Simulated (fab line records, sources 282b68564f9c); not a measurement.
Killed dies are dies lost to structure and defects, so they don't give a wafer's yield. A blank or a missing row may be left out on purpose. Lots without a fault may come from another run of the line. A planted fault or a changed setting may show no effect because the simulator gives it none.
fab line records | flow rit_cmos
record lots=14 wafers=42 last_day=7
route steps=202 shown NLDD@111 M1@202
lots that met no fault: from a run of the same line without faults
start_h: hours from the record's first day to the start of the lot's first wafer shown | wait_h: hours since the lot's step before | " the same as in the row above | L1.1+2: a row that stands for several wafers | - no value, or no start given | * or withheld: withheld | < > ~ a bound
route shown NAME@n: a module of which the file shows steps, and the number in the route of the first | usual: mean/standard deviation of fault-free wafers | same: alike in all rows | chamber/n: place in a boat | sites: the reading at each site | _std_site: their standard deviation | _edge_site: outer sites' mean less inner sites' | radius_mm: how far each site lies from the wafer's centre | mask NAME#n: copy n | behind: the tool/chamber that last shaped the wafer | hold: why the lot was held/for how many hours/how that ended | device: the transistor (n, p or np) that didn't switch | end of line: the same wafers' tests at the end of the route | a step without rows: its recipe alone | killed: dies lost to structure and defects at the first sort, not the wafer's yield | map: a wafer's dies, x killed, . not, _ none there
set.NAME: the setting as run; set.NAME@STEP: as run at that earlier step | model.NAME: the simulator's own value behind a step, which no gauge read
steps of the route over a sample of lots; a table a step, a row a wafer
services: from which hour (start_h, from the record's first day; less than 0 if before it) a tool's chamber was out of use, for how many hours, and why
## steps
# step RIT_NLDD_IMPLANT_08
# recipe species=P energy_kev=20 dose_cm2=5e+14 tilt_deg=7
# usual dose_ions_cm2=5e+14/5e+11 faraday_current_uA=1573/31
# columns lot.wafer tool chamber start_h wait_h dose_ions_cm2 faraday_current_uA
L103.2 implanter-03 0 42.44 0.1 4.995e+14 1552
L103.4 " 0 " " 4.999e+14 1516
L103.5 " 0 " " 5e+14 1541
L104.2 implanter-03 0 50.55 0.1 4.992e+14 1608
L104.5 " 0 " " 4.996e+14 1538
L104.6 " 0 " " 4.994e+14 1497
L106.2 implanter-04 0 63.90 0.1 5.005e+14 1620
L106.5 " 0 " " 4.994e+14 1612
L106.6 " 0 " " 4.999e+14 1563
L107.3 implanter-03 0 67.65 0.1 4.995e+14 1612
L107.4 " 0 " " 5e+14 1574
L107.5 " 0 " " 4.999e+14 1533
L108.2 implanter-02 0 70.86 0.1 4.992e+14 1568
L108.5 " 0 " " 5.002e+14 1546
L108.6 " 0 " " 5.004e+14 1598
L109.2 implanter-04 0 78.32 0.1 4.999e+14 1574
L109.5 " 0 " " 4.995e+14 1627
L109.6 " 0 " " 4.994e+14 1521
L110.1 implanter-04 0 84.97 0.1 4.998e+14 1576
L110.4 " 0 " " 4.993e+14 1569
L110.6 " 0 " " 5.004e+14 1562
L116.2 implanter-04 0 111.38 0.1 3.214e+14 1059
L116.4 " 0 " " 3.213e+14 1009
L116.5 " 0 " " 3.215e+14 988
L117.3 implanter-04 0 117.47 0.1 3.216e+14 1010
L117.4 " 0 " " 3.198e+14 1004
L117.5 " 0 " " 3.212e+14 980
L120.1 implanter-03 0 130.92 0.1 5.007e+14 1508
L120.5 " 0 " " 5.009e+14 1526
L120.6 " 0 " " 5.004e+14 1619
L121.1 implanter-02 0 133.35 0.1 4.995e+14 1561
L121.2 " 0 " " 5.002e+14 1548
L121.6 " 0 " " 4.993e+14 1599
L122.1 implanter-02 0 142.74 0.1 5.005e+14 1555
L122.2 " 0 " " 5.007e+14 1581
L122.5 " 0 " " 5.009e+14 1567
L125.2 implanter-03 0 153.83 0.1 4.998e+14 1521
L125.3 " 0 " " 5.011e+14 1555
L125.5 " 0 " " 5.006e+14 1616
L126.3 implanter-03 0 161.14 0.1 5.002e+14 1561
L126.5 " 0 " " 4.995e+14 1606
L126.6 " 0 " " 4.998e+14 1577
# step RIT_NLDD_TW_MEAS_10
# usual NLDD_TW=2472/31
# columns lot.wafer tool chamber start_h wait_h NLDD_TW
L103.2 film_metro-01 - 42.75 0.1 2484
L103.4 " - " " 2489
L103.5 " - " " 2491
L104.2 film_metro-02 - 50.86 0.1 2482
L104.5 " - " " 2468
L104.6 " - " " 2469
L106.2 film_metro-04 - 64.21 0.1 2443
L106.5 " - " " 2433
L106.6 " - " " 2435
L107.3 film_metro-01 - 67.94 0.1 2511
L107.4 " - " " 2502
L107.5 " - " " 2489
L108.2 film_metro-01 - 71.17 0.1 2507
L108.5 " - " " 2526
L108.6 " - " " 2513
L109.2 film_metro-02 - 78.63 0.1 2462
L109.5 " - " " 2462
L109.6 " - " " 2471
L110.1 film_metro-01 - 85.30 0.1 2505
L110.4 " - " " 2507
L110.6 " - " " 2515
L116.2 film_metro-04 - 111.69 0.1 2151
L116.4 " - " " 2164
L116.5 " - " " 2161
L117.3 film_metro-01 - 117.76 0.1 2206
L117.4 " - " " 2215
L117.5 " - " " 2220
L120.1 film_metro-01 - 131.25 0.1 2478
L120.5 " - " " 2501
L120.6 " - " " 2498
L121.1 film_metro-01 - 133.67 0.1 2481
L121.2 " - " " 2486
L121.6 " - " " 2475
L122.1 film_metro-04 - 143.06 0.1 2418
L122.2 " - " " 2409
L122.5 " - " " 2410
L125.2 film_metro-04 - 154.14 0.1 2408
L125.3 " - " " 2416
L125.5 " - " " 2428
L126.3 film_metro-01 - 161.44 0.1 2482
L126.5 " - " " 2481
L126.6 " - " " 2493
# step RIT_SDANNEAL_RS_MEAS_07
# recipe thk_meas_gauge=four-point-probe
# usual NLDD_RS=151.8/0.47
# columns lot.wafer tool chamber start_h wait_h NLDD_RS[ohm/sq]
L103.2 film_metro-04 - 50.51 0.1 152.3
L103.4 " - " " 152.4
L103.5 " - " " 151.8
L104.2 film_metro-01 - 58.88 0.1 151.4
L104.5 " - " " 151.5
L104.6 " - " " 151.8
L106.2 film_metro-04 - 71.91 0.1 151.2
L106.5 " - " " 151.8
L106.6 " - " " 151.5
L107.3 film_metro-02 - 75.81 0.1 152.0
L107.4 " - " " 152.0
L107.5 " - " " 152.3
L108.2 film_metro-04 - 79.16 0.1 151.8
L108.5 " - " " 151.6
L108.6 " - " " 151.6
L109.2 film_metro-04 - 88.50 0.1 151.5
L109.5 " - " " 152.1
L109.6 " - " " 152.0
L110.1 film_metro-01 - 93.19 0.1 151.0
L110.4 " - " " 151.0
L110.6 " - " " 151.2
L116.2 film_metro-04 - 119.83 0.1 216.9
L116.4 " - " " 216.7
L116.5 " - " " 217.2
L117.3 film_metro-04 - 126.08 0.1 218.4
L117.4 " - " " 216.2
L117.5 " - " " 218.1
L120.1 film_metro-04 - 139.33 0.1 152.4
L120.5 " - " " 152.7
L120.6 " - " " 152.5
L121.1 film_metro-01 - 141.32 0.1 153.0
L121.2 " - " " 152.2
L121.6 " - " " 152.3
L122.1 film_metro-01 - 151.06 0.1 151.8
L122.2 " - " " 151.4
L122.5 " - " " 151.5
L125.2 film_metro-04 - 162.20 0.1 151.5
L125.3 " - " " 152.2
L125.5 " - " " 151.4
L126.3 film_metro-04 - 169.17 0.1 151.3
L126.5 " - " " 152.0
L126.6 " - " " 151.9
# step RIT_M1_PROBE_99
# usual killed_at_M0_to_M3=0.0/0.2 killed_at_contacts=0.1/0.25 killed_at_front_end=6/3.1 killed_dies=6/3.1 killed_open=2.9/2 killed_short=3.3/2
# same gross_dies=264 killed_at_M4_up=0 killed_at_back_side=0 killed_at_other=0
# columns lot.wafer tool chamber start_h wait_h killed_at_M0_to_M3 killed_at_contacts killed_at_front_end killed_dies killed_open killed_short
L120.1 prober-01 - 146.33 0.1 0 1 11 12 5 7
L120.5 prober-01 - 146.53 0.2 0 1 2 3 1 2
L120.6 prober-01 - 146.58 0.2 0 0 4 4 3 1
# killed by level:class
L120.1 SPACER:geometric_particle:short=4 SPACER:geometric_particle:open=4 GATE:geometric_particle:short=2 FOX2:geometric_particle:short=1 CONTACT:geometric_particle:open=1
L120.5 REOX:geometric_particle:short=1 SPACER:geometric_particle:open=1 CONTACT:geometric_particle:short=1
L120.6 FOX1:geometric_particle:open=1 GATE:geometric_particle:open=1 SPACER:geometric_particle:open=1 SILICIDE:geometric_particle:short=1
## services
# columns tool chamber start_h hours kind
implanter-03 - 34.00 2.7 repair
implanter-03 - 68.10 3.8 repair
implanter-02 - 82.09 4.3 repair
implanter-02 - 116.09 2.6 repair
implanter-02 - 118.66 6.6 pm
implanter-04 - 131.88 6.2 repair
implanter-02 - 145.86 2.5 repair
implanter-04 - 159.95 5.9 pm
## key
first_sign step=RIT_NLDD_IMPLANT_08 reading=dose_ions_cm2 direction=down sigmas=99+ usual=5e+14 struck=3.211e+14
effect step=RIT_NLDD_IMPLANT_08 reading=faraday_current_uA direction=down sigmas=18 usual=1573 struck=1009
effect step=RIT_NLDD_TW_MEAS_10 reading=NLDD_TW direction=down sigmas=9.3 usual=2472 struck=2186
effect step=RIT_SDANNEAL_RS_MEAS_07 reading=NLDD_RS direction=up sigmas=99+ usual=151.8 struck=217.3
met_at RIT_NLDD_IMPLANT_08
struck_lots L116,L117
tester_left_out L116,L117
onset_between 84.97 111.38
fault kind=process_parameter_drift tool=implanter-04 chamber=- onset_h=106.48 steps=RIT_NLDD_IMPLANT_08 channel=dose_cm2 offset=-1.7923e+14 shape=step end_h=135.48 acts_in=these_recipes_only stated=5e+14
# tester_left_out: of these lots the tester's yield and bins aren't shown, on N5 and GAA mostly nor the transistor test; their killed dies are dies lost to structure and defects alone, not to doping, threshold or leakage, so they don't give the yield
